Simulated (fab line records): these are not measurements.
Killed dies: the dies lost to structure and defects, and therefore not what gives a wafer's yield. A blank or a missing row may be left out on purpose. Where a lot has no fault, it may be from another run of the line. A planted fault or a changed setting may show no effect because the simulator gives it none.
Matching of chambers | flow rit cmos | rie diel-04 running RIT_SPACER_ETCHBACK_05: 4 sister chambers
The step etches Si3N4 in SF6/CHF3, stops on SiO2, target depth 250 nm, time 240 s. 14 wafers are shown with their chamber, then 7 later ones without.

EACH WAFER AND ITS CHAMBER
wafer  | chamber | drypump motor current A (A) | throttle valve pct (%) | oes product au (a.u.)
L215.2 | 3       | 6.7                         | 10.60                  | 0.854
L215.3 | 1       | 6.5                         | 10.43                  | 0.856
L215.6 | 2       | 5.3                         | 10.17                  | 0.848
L218.1 | 3       | 6.7                         | 10.59                  | 0.838
L218.3 | 1       | 6.5                         | 10.44                  | 0.839
L218.6 | 2       | 5.4                         | 10.16                  | 0.835
L219.3 | 0       | 6.5                         | 10.31                  | 0.862
L219.4 | 3       | 6.7                         | 10.61                  | 0.852
L219.5 | 3       | 6.7                         | 10.59                  | 0.846
L221.3 | 0       | 6.5                         | 10.31                  | 0.850
L221.5 | 0       | 6.5                         | 10.32                  | 0.866
L221.6 | 3       | 6.7                         | 10.60                  | 0.851
L231.3 | 3       | 6.7                         | 10.60                  | 0.834
L231.5 | 2       | 5.3                         | 10.15                  | 0.834

SIGNATURES (averages over the wafers above)
reading                 | chamber 0 | chamber 1 | chamber 2 | chamber 3 | scatter within a chamber
drypump motor current A | 6.500     | 6.500     | 5.333     | 6.700     | 0.0258
throttle valve pct      | 10.3133   | 10.4350   | 10.1600   | 10.5983   | 0.00775
oes product au          | 0.85933   | 0.84750   | 0.83900   | 0.84583   | 0.00859
Rule: for a wafer and a chamber, the distance is found by dividing, reading by reading, the gap between the wafer's reading and the chamber's mean by the reading's scatter, squaring, summing and taking the root. The wafer belongs to the nearest chamber; if the next one is less than 2 further off, it can't be placed. The scatter: take each reading less its chamber's mean, square it, sum over the shown wafers, divide by the number of wafers less the number of chambers, and take the root.

WAFERS WHOSE CHAMBER IS MISSING
wafer  | drypump motor current A (A) | throttle valve pct (%) | oes product au (a.u.)
L231.6 | 6.7                         | 10.59                  | 0.846
L235.4 | 6.5                         | 10.42                  | 0.851
L235.5 | 6.6                         | 10.28                  | 0.853
L235.6 | 6.5                         | 10.44                  | 0.856
L238.1 | 6.5                         | 10.31                  | 0.861
L238.2 | 6.7                         | 10.60                  | 0.846
L238.6 | 6.5                         | 10.30                  | 0.858

EACH ONE'S CHAMBER
wafer  | from the rows above | in truth
L231.6 | 3                   | 3
L235.4 | 1                   | 1
L235.5 | 0                   | 0
L235.6 | 1                   | 1
L238.1 | 0                   | 0
L238.2 | 3                   | 3
L238.6 | 0                   | 0
Correctly placed: 7 of 7. Can't be placed from these rows: 0. 0 placed wrongly.
